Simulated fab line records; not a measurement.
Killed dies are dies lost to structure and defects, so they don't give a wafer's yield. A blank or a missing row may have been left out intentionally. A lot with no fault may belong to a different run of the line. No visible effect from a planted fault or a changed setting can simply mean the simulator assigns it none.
8D (eight disciplines) problem report, filled in by code / flow berkeleyCmos170 / the parts of the form that need people (team, actions taken, sign-off) are left out

1. THE ISSUE
NSD_TW at UCB170_NSD_TW_MEAS_10 reads a mean of 30 on 3 wafers of 1 lot; wafers without a fault read 4155 with a standard deviation of 49. That puts it -84 standard deviations away from the usual mean.
Seen first at day 10 13:13 on filmMetro-04, wafer L873.2. The record has a number at this step for 39 wafers belonging to 13 lots. Rule for "out" (also "out of limits"): further than 4 standard deviations from the usual mean. All remaining wafers that have a number are taken as sound.

2. WHAT IT IS; WHAT IT IS NOT
question=which readings at this step | is=NSD_TW | is not=-
question=which lots | is=L873 | is not=L859, L860, L861, L863, L864, L868, L869, L871, L874, L877, L879, L881
question=which wafers of those lots | is=all that have a number | is not=-
question=read on which gauges | is=filmMetro-04 | is not=filmMetro-01, filmMetro-03
question=when | is=from day 10 13:13 | is not=up to then (24 sound wafers); but 12 sound wafers of L874, L877, L879, L881 came after

3. THE SUSPECTS, EACH WITH WHAT RULES IT OUT
Counting: any tool at a process step up to the reading is kept as a suspect provided that every lot that is out went through it and no sound lot did after the first of them.
- ruled out: the gauge at UCB170_NSD_TW_MEAS_10. All the wafers that are out were read on filmMetro-04, but those of them that UCB170_PSD_STRIP_09 has rows for are out there too, on other tools.
- plasmaAsher-04 at UCB170_PSD_STRIP_09 (strips in O2): kept. It ran the lot that is out, L873 (day 10 11:13), and no sound lot after that; its last sound lot up to then is L868 (day 9 05:09). Its own oesProductAu readings are out on those wafers.
- plasmaAsher-04 at UCB170_NSD_STRIP_09 (strips in O2): kept. It ran the lot that is out, L873 (day 10 13:06), and no sound lot after that; its last sound lot up to then is L871 (day 9 11:20). Its own oesProductAu, stripTimeToEndpointS readings are out on those wafers.
Remaining after the count are plasmaAsher-04 at UCB170_PSD_STRIP_09 and plasmaAsher-04 at UCB170_NSD_STRIP_09.

4. THE CAUSE (what the simulator had put in)
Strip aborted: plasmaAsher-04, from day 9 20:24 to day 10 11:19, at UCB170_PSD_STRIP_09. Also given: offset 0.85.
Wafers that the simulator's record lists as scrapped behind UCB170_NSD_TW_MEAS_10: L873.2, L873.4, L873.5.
Counting left 2 suspects, and this tool is among them.

5. THE CHAIN OF EFFECTS, in route order
Each row: a reading whose mean over the struck wafers that have a number lies more than 3 standard deviations from the usual. Only readings whose record carries a usual standard deviation are examined. hours: median over the lots of the time between each lot's start at the first step of this table that gives one and its start at this step. sigmas: the change, counted in usual standard deviations.
hours=0; step=UCB170_PSD_STRIP_09; reading=oesProductAu; usual=0.603 a.u.; on struck wafers=0.442; change=-0.161; sigmas=-35
hours=2; step=UCB170_NSD_STRIP_09; reading=oesProductAu; usual=0.534 a.u.; on struck wafers=0.604; change=+0.070; sigmas=+15
hours=2; step=UCB170_NSD_STRIP_09; reading=stripTimeToEndpointS; usual=35.84 s; on struck wafers=56.20; change=+20.36; sigmas=+99 or more
hours=2; step=UCB170_NSD_TW_MEAS_10; reading=NSD_TW; usual=4155; on struck wafers=30; change=-4125; sigmas=-84
The process steps in it:
- UCB170_PSD_STRIP_09: strips in O2.
- UCB170_NSD_STRIP_09: strips in O2.
Readings that are blank on the struck wafers while sound wafers have them: stripTimeToEndpointS at UCB170_PSD_STRIP_09.

6. WHAT WOULD HAVE CAUGHT IT SOONER
In this record the first reading out of limits at a measuring or inspecting step was taken at day 10 13:13, 17 hours after the fault began at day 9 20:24.
Tool's own readings at UCB170_PSD_STRIP_09, oesProductAu: out on all struck wafers the step has rows for; an alarm limit on them would have tripped on the first.
By day 10 13:13, every lot that is out (1) had started UCB170_PSD_STRIP_09 on plasmaAsher-04. A hold on the tool at that time would have spared none of them.
